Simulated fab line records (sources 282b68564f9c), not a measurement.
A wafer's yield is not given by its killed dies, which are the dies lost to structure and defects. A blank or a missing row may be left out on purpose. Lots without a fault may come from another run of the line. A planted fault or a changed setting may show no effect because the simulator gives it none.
Check for tools in common ; flow rit-cmos ; 15 lots and 54 wafers in the sample

== THE REASON FOR OPENING IT ==
Of 15 lots, 3 have the reading PSD_TW flagged at RIT_PSD_TW_MEAS_10. Wafers without a fault read 3438, standard deviation 25.
Rule: flag the lot when none of its wafers has a number, or when each of its wafers that has one lies beyond 4 standard deviations from that mean. The rest of the lots are taken to be sound.

lot;measured;on;PSD_TW, wafer by wafer;flag
L885;day 3 07:50;film-metro-04;3457 3489 3477;
L886;day 3 09:10;film-metro-03;3417 3420 3406;
L887;day 3 15:48;film-metro-04;3472 3468 3456;
L889;day 4 01:14;film-metro-01;3618 3624 3616 3627 3631 3623;FLAGGED
L890;day 4 06:53;film-metro-03;3599 3600 3611 3622 3605 3631;FLAGGED
L891;day 4 13:41;film-metro-04;3627 3640 3620 3661 3645 3632;FLAGGED
L892;day 4 19:10;film-metro-03;3407 3413 3413;
L897;day 5 18:57;film-metro-03;3420 3424 3404;
L899;day 6 06:35;film-metro-01;3417 3427 3434;
L900;day 6 12:20;film-metro-04;3450 3465 3471;
L901;day 6 14:16;film-metro-03;3457 3421 3444;
L903;day 7 00:29;film-metro-04;3484 3464 3454;
L906;day 7 15:09;film-metro-04;3451 3468 3438;
L907;day 8 06:37;film-metro-01;3437 3425 3424;
L908;day 8 11:25;film-metro-01;3433 3406 3414;
Average over the flagged lots: 3624; offset from the usual +186, equal to +7 standard deviations.

== EACH LOT AND THE TOOL IT RAN ON ==
The record holds 1 process step before the reading, out of a route of 202 steps. Read each cell as the tool, then ch plus the chambers that the sampled wafers visited, then the start.
lot;flag;RIT_NSD_COAT_01
L885;;litho-track-02 ch 0, day 3 05:05
L886;;litho-track-02 ch 0, day 3 06:32
L887;;litho-track-01 ch 0, day 3 13:05
L889;FLAGGED;litho-track-03, day 3 22:20
L890;FLAGGED;litho-track-03, day 4 04:05
L891;FLAGGED;litho-track-02, day 4 10:56
L892;;litho-track-03 ch 0, day 4 16:16
L897;;litho-track-02 ch 0, day 5 16:14
L899;;litho-track-03 ch 0, day 6 01:56
L900;;litho-track-03 ch 0, day 6 09:35
L901;;litho-track-01 ch 0, day 6 11:31
L903;;litho-track-03 ch 0, day 6 21:35
L906;;litho-track-02 ch 0, day 7 12:31
L907;;litho-track-01 ch 0, day 8 03:43
L908;;litho-track-03 ch 0, day 8 08:46
These steps, and what they do:
- RIT_NSD_COAT_01: resist thk 1000 nm.
- RIT_PSD_TW_MEAS_10

== FLAGGED AGAINST TOTAL, ONE TOOL AT A TIME (gauges that did the reading follow at the end) ==
step;tool;lots run;flagged;share of the flagged lots;sound lots run after its first flagged lot
RIT_NSD_COAT_01;litho-track-01;3;0;none;-
RIT_NSD_COAT_01;litho-track-02;5;1;some;2 (L897,L906)
RIT_NSD_COAT_01;litho-track-03;7;2;some;5 (L892,L899,L900,L903,L908)
RIT_PSD_TW_MEAS_10;film-metro-01;4;1;some;3 (L899,L907,L908)
RIT_PSD_TW_MEAS_10;film-metro-03;5;1;some;3 (L892,L897,L901)
RIT_PSD_TW_MEAS_10;film-metro-04;6;1;some;3 (L900,L903,L906)

== WHAT THE TABLE ALLOWS ==
No row of the table ran every flagged lot.

== WHAT THE SIMULATOR HAD INSERTED ==
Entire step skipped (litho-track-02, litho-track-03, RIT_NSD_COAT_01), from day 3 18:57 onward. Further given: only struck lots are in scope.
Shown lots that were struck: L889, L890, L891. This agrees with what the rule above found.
